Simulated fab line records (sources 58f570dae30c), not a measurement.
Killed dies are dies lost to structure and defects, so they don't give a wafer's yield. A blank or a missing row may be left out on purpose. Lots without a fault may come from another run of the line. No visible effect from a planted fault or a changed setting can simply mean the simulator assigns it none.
Code-filled problem report in 8D (eight disciplines) form :: flow berkeley cmos170 :: the parts of the form that need people (team, actions taken, sign-off) are left out

1. PROBLEM STATEMENT
Mean NWELL_NITRIDE_THK at UCB170_NWELL_THK_MEAS_05: 257.6 nm over 12 wafers in 4 lots; fault-free wafers: 224.4 nm, standard deviation 1.9. Measured from the usual mean, that is +17 standard deviations.
First seen on wafer L184.2, day 4 12:03, on film metro-03. The record holds 48 wafers of 16 lots with a number at this step. Rule for "out", or "out of limits": more than 4 standard deviations from the usual mean. Any other wafer with a number is counted as sound.

2. WHAT IT IS; WHAT IT IS NOT
question: which readings at this step
is: NWELL_NITRIDE_THK
is not: -

question: which lots
is: L184, L185, L186, L187
is not: L173, L174, L175, L176, L177, L178, L179, L180, L181, L182, L183, L195

question: which wafers of those lots
is: all that have a number
is not: -

question: read on which gauges
is: film metro-03, film metro-04
is not: film metro-02

question: when
is: from day 4 12:03
is not: up to then (33 sound wafers); but 3 sound wafers of L195 came after

3. SUSPECTS, AND WHAT RULES EACH OUT
Counting: any tool at a process step up to the reading is kept as a suspect provided that every lot that is out went through it and no sound lot did after the first of them.
- the gauge at UCB170_NWELL_THK_MEAS_05: ruled out. Those wafers that are out were read across 2 gauges (film metro-03, film metro-04).
- lpcvd-01 at UCB170_NWELL_CVD_04 (deposits Si3N4 from SiH2Cl2/NH3, target thk 224 nm, time 3360 s): kept. It processed each lot that is out, first L184 at day 4 10:07, and no sound lot thereafter; up to then, the last sound lot it processed was L183 at day 4 02:10. On those wafers its own readings are out: nh3 flow sccm.
The count leaves lpcvd-01 at UCB170_NWELL_CVD_04.

4. THE CAUSE (what the simulator had put in)
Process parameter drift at UCB170_NWELL_CVD_04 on lpcvd-01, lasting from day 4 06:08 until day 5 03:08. A move of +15 in setting nh3 flow sccm, from 75. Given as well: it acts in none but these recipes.
This tool alone remained once counting was done.

5. SEQUENCE OF EFFECTS, ordered by route
Each row: a reading whose mean over the struck wafers that have a number lies more than 3 standard deviations from the usual. Readings are gone through only where the record gives a usual standard deviation; hours: the median, over the lots, of the time from a lot's start at the first step in this table giving one to that lot's start at this step; sigmas: the change measured in usual standard deviations.
hours: 0
step: UCB170_NWELL_CVD_04
reading: nh3 flow sccm
usual: 74.98 sccm
on struck wafers: 89.93
change: +14.95
sigmas: +60

hours: 2
step: UCB170_NWELL_THK_MEAS_05
reading: NWELL_NITRIDE_THK
usual: 224.4 nm
on struck wafers: 257.6
change: +33.2
sigmas: +17

hours: 7
step: UCB170_NWELL_ETCH_13
reading: oes product au
usual: 0.939 a.u.
on struck wafers: 0.996
change: +0.057
sigmas: +4.4
Here are the process steps it includes:
- UCB170_NWELL_CVD_04: deposits Si3N4 from SiH2Cl2/NH3, target thk 224 nm, time 3360 s.
- UCB170_NWELL_ETCH_13: etches Si3N4 in CH3F/Ar/O2, stops on SiO2, target depth 246.4 nm, time 154 s.

6. HOW IT WOULD HAVE BEEN CAUGHT EARLIER
6 hours passed between the start of the fault at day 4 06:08 and the first reading out of limits at a measuring or inspecting step in this record, taken at day 4 12:03.
Tool's own readings at UCB170_NWELL_CVD_04, nh3 flow sccm: out on all struck wafers the step has rows for; an alarm limit on them would have tripped on the first.
L185, L186, L187, from the lots that are out (4), started UCB170_NWELL_CVD_04 on lpcvd-01 later than day 4 12:03. A hold on the tool at that time would have spared those 3.
